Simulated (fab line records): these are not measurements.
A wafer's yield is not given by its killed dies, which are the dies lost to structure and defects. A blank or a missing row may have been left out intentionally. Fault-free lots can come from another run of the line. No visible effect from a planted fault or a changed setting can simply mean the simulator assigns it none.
Which tool was responsible?    flow berkeley_cmos170    13 lots, 39 wafers sampled, at 6 steps of a route of 331

## WHAT EACH GAUGE READ, for each wafer
UCB170_M1_RS_MEAS_01: a four-point-probe measurement. Usual: M1_AL_RS gives 0.0482 ohm/sq (standard deviation 0.00046).
lot   measured      on             M1_AL_RS (ohm/sq)     flag
L226  day 6 18:47   film_metro-02  0.0481 0.0482 0.0483  
L230  day 7 09:28   film_metro-03  0.0489 0.0488 0.0490  
L229  day 7 10:01   film_metro-03  0.0479 0.0486 0.0485  
L228  day 7 10:22   film_metro-03  0.0479 0.0481 0.0479  
L232  day 8 08:49   film_metro-02  0.0474 0.0475 0.0472  
L234  day 8 17:05   film_metro-01  0.0482 0.0479 0.0481  
L237  day 9 06:04   film_metro-01  0.0475 0.0473 0.0481  
L241  day 10 07:38  film_metro-02  0.0481 0.0480 0.0482  
L242  day 10 22:20  film_metro-03  0.0475 0.0472 0.0474  
L243  day 10 22:22  film_metro-02  0.0368 0.0486 0.0484  OFF
L247  day 11 15:28  film_metro-01  0.0478 0.0479 0.0479  
L249  day 11 15:49  film_metro-02  0.0486 0.0480 0.0480  
L248  day 11 17:44  film_metro-03  0.0478 0.0479 0.0483  

UCB170_M1_THK_MEAS_02: measures by xrf. Usual: M1_AL_THK gives 615 nm (standard deviation 8.4).
lot   measured      on             M1_AL_THK (nm)  flag
L226  day 6 18:54   film_metro-02  618 624 618     
L230  day 7 09:34   film_metro-03  602 601 600     
L229  day 7 10:08   film_metro-03  615 605 604     
L228  day 7 10:29   film_metro-03  611 608 613     
L232  day 8 08:56   film_metro-02  636 630 639     
L234  day 8 17:11   film_metro-01  619 621 617     
L237  day 9 06:11   film_metro-01  632 633 622     
L241  day 10 07:45  film_metro-02  615 618 617     
L242  day 10 22:28  film_metro-03  621 622 621     
L243  day 10 22:28  film_metro-02  804 613 611     OFF
L247  day 11 15:34  film_metro-01  623 621 620     
L249  day 11 15:56  film_metro-02  617 621 624     
L248  day 11 17:50  film_metro-03  617 615 609     

UCB170_M3_CD_MEAS_15: target cd 700 nm. Usual: cd_nm at 700.2 nm, with a standard deviation of 1.4.
lot   measured      on         cd_nm (nm)         flag
L226  day 7 14:44   cd_sem-01  700.7 699.5 700.3  
L230  day 8 04:31   cd_sem-01  698.7 699.8 700.3  
L229  day 8 05:10   cd_sem-01  701.1 701.2 702.5  
L228  day 8 04:43   cd_sem-01  697.6 697.4 697.5  
L232  day 9 02:07   cd_sem-01  699.4 699.2 701.0  
L234  day 9 09:17   cd_sem-01  702.0 702.0 701.2  
L237  day 9 20:44   cd_sem-02  700.1 701.7 699.2  
L241  day 11 01:08  cd_sem-01  701.3 700.4 702.0  
L242  day 11 14:39  cd_sem-02  702.1 703.1 702.4  
L243  day 11 14:17  cd_sem-02  699.8 700.3 700.6  
L247  day 12 10:55  cd_sem-02  701.0 701.2 702.5  
L249  day 12 11:15  cd_sem-02  702.9 701.9 702.0  
L248  day 12 11:25  cd_sem-01  700.6 698.9 698.1  

## WHICH TOOL RAN EACH LOT (tool, then ch and the chambers of the sampled wafers, then the start)
lot   UCB170_M1_SPUTTER_00          UCB170_M1_METAL_ETCH_12            UCB170_M3_STRIP_07
L226  pvd_sputter-04, day 6 18:43   rie_metal-03 ch 0, day 6 20:46     plasma_asher-03 ch 0,1, day 7 13:02
L230  pvd_sputter-02, day 7 09:20   rie_metal-04 ch 0,1, day 7 11:03   plasma_asher-04 ch 0,1, day 8 02:36
L229  pvd_sputter-04, day 7 09:57   rie_metal-02 ch 0,1, day 7 11:50   plasma_asher-01 ch 0,1, day 8 03:41
L228  pvd_sputter-01, day 7 10:18   rie_metal-03 ch 0,1, day 7 12:05   plasma_asher-04 ch 0,1, day 8 03:14
L232  pvd_sputter-02, day 8 08:45   rie_metal-03 ch 0,1, day 8 10:13   plasma_asher-03 ch 0,1, day 9 00:32
L234  pvd_sputter-01, day 8 17:00   rie_metal-04 ch 0,1, day 8 18:25   plasma_asher-03 ch 0,1, day 9 07:50
L237  pvd_sputter-04, day 9 06:01   rie_metal-04 ch 1, day 9 07:17     plasma_asher-03 ch 0,1, day 9 19:37
L241  pvd_sputter-02, day 10 07:34  rie_metal-04 ch 0,1, day 10 09:40  plasma_asher-04 ch 0, day 10 23:20
L242  pvd_sputter-04, day 10 22:17  rie_metal-02 ch 0,1, day 11 00:56  plasma_asher-03 ch 0,1, day 11 13:23
L243  pvd_sputter-02, day 10 22:17  rie_metal-03 ch 0,1, day 11 01:00  plasma_asher-04 ch 0,1, day 11 12:58
L247  pvd_sputter-04, day 11 15:23  rie_metal-02 ch 0,1, day 11 16:40  plasma_asher-03 ch 0,1, day 12 08:50
L249  pvd_sputter-01, day 11 15:45  rie_metal-04 ch 0,1, day 11 17:08  plasma_asher-03 ch 0,1, day 12 09:33
L248  pvd_sputter-04, day 11 17:37  rie_metal-02 ch 0,1, day 11 19:03  plasma_asher-03 ch 0,1, day 12 10:02
- UCB170_M1_SPUTTER_00: material Al, target thk 600 nm, time 80 s.
- UCB170_M1_METAL_ETCH_12: etches Al in Cl2/BCl3, stops on PSG, target depth 780 nm, time 130 s.
- UCB170_M3_STRIP_07: strips in O2.

## WHAT THE TOOLS THEMSELVES READ (means of the sampled wafers that have a number; where no wafer has one, the mark that the record gives instead)
UCB170_M1_SPUTTER_00. Usual: chamber_pressure_pa 0.4998 Pa, standard deviation 0.0011; throttle_valve_pct 30.1 %, standard deviation 0.89.
lot   tool            chamber_pressure_pa (Pa)  throttle_valve_pct (%)  flag
L226  pvd_sputter-04  0.4997                    30.3                    
L230  pvd_sputter-02  0.4985                    30.2                    
L229  pvd_sputter-04  0.4992                    31.3                    
L228  pvd_sputter-01  0.5004                    29.7                    
L232  pvd_sputter-02  0.5008                    29.9                    
L234  pvd_sputter-01  0.4993                    30.0                    
L237  pvd_sputter-04  0.4990                    31.2                    
L241  pvd_sputter-02  0.4986                    30.3                    
L242  pvd_sputter-04  0.5003                    30.4                    
L243  pvd_sputter-02  0.4986                    29.7                    
L247  pvd_sputter-04  0.5005                    29.6                    
L249  pvd_sputter-01  0.5016                    30.2                    
L248  pvd_sputter-04  0.5003                    30.3                    

UCB170_M1_METAL_ETCH_12. Usual: drypump_motor_current_A 5.7 A, standard deviation 0.54; oes_product_au 0.854 a.u., standard deviation 0.016; throttle_valve_pct 24.35 %, standard deviation 0.15.
lot   tool          drypump_motor_current_A (A)  oes_product_au (a.u.)  throttle_valve_pct (%)  flag
L226  rie_metal-03  6.3                          0.856                  24.30                   
L230  rie_metal-04  5.5                          0.832                  24.28                   
L229  rie_metal-02  5.4                          0.868                  24.27                   
L228  rie_metal-03  6.2                          0.860                  24.50                   
L232  rie_metal-03  6.2                          0.868                  24.49                   
L234  rie_metal-04  5.5                          0.843                  24.27                   
L237  rie_metal-04  5.0                          0.845                  24.24                   
L241  rie_metal-04  5.5                          0.842                  24.27                   
L242  rie_metal-02  5.5                          0.883                  24.39                   
L243  rie_metal-03  6.2                          0.901                  24.39                   
L247  rie_metal-02  5.5                          0.878                  24.39                   
L249  rie_metal-04  5.5                          0.845                  24.28                   
L248  rie_metal-02  5.5                          0.870                  24.40                   

UCB170_M3_STRIP_07. Usual: drypump_motor_current_A 5.7 A, standard deviation 0.38; oes_product_au 0.735 a.u., standard deviation 0.0043; strip_time_to_endpoint_s 21.98 s, standard deviation 0.072.
lot   tool             drypump_motor_current_A (A)  oes_product_au (a.u.)  strip_time_to_endpoint_s (s)  flag
L226  plasma_asher-03  5.8                          0.736                  22.03                         
L230  plasma_asher-04  5.9                          0.733                  21.95                         
L229  plasma_asher-01  5.4                          0.735                  22.12                         
L228  plasma_asher-04  5.6                          0.733                  22.11                         
L232  plasma_asher-03  5.7                          0.738                  22.06                         
L234  plasma_asher-03  5.8                          0.738                  21.88                         
L237  plasma_asher-03  5.7                          0.735                  21.91                         
L241  plasma_asher-04  6.3                          0.732                  21.99                         
L242  plasma_asher-03  5.8                          0.738                  21.86                         
L243  plasma_asher-04  6.0                          0.731                  21.99                         
L247  plasma_asher-03  5.7                          0.737                  21.99                         
L249  plasma_asher-03  5.8                          0.732                  22.08                         
L248  plasma_asher-03  5.8                          0.734                  21.94                         

## THE ANSWER, worked out from the rows above alone
Rule: take the mean of a lot's wafers that have a number; if it is more than 3 standard deviations from the usual mean, the lot is off. A lot without any number at a reading at which 4 lots or more have one is off too. Any other lot the step has rows for is counted as sound. First the gauges in route order, then the tools' own readings, where a lot's mean is used as printed above. The first step at which some lot is off is used, and at that step the reading that is off furthest; a lot without a number counts as furthest.
Off: at UCB170_M1_RS_MEAS_01 (M1_AL_RS), L243.
If a tool, at a process step before that reading, ran all the lots that are off and no sound lot after the first of them, it fits. Gauges at UCB170_M1_RS_MEAS_01: tried the same way as those tools. One fits: pvd_sputter-02 at UCB170_M1_SPUTTER_00. A fault onset in the window from L241 (day 10 07:34, its last sound lot) to L243 (day 10 22:17, its first lot off) fits.

## WHAT THE SIMULATOR HAD INSERTED
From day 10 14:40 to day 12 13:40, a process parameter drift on pvd_sputter-02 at UCB170_M1_SPUTTER_00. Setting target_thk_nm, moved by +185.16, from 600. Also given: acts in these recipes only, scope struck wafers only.
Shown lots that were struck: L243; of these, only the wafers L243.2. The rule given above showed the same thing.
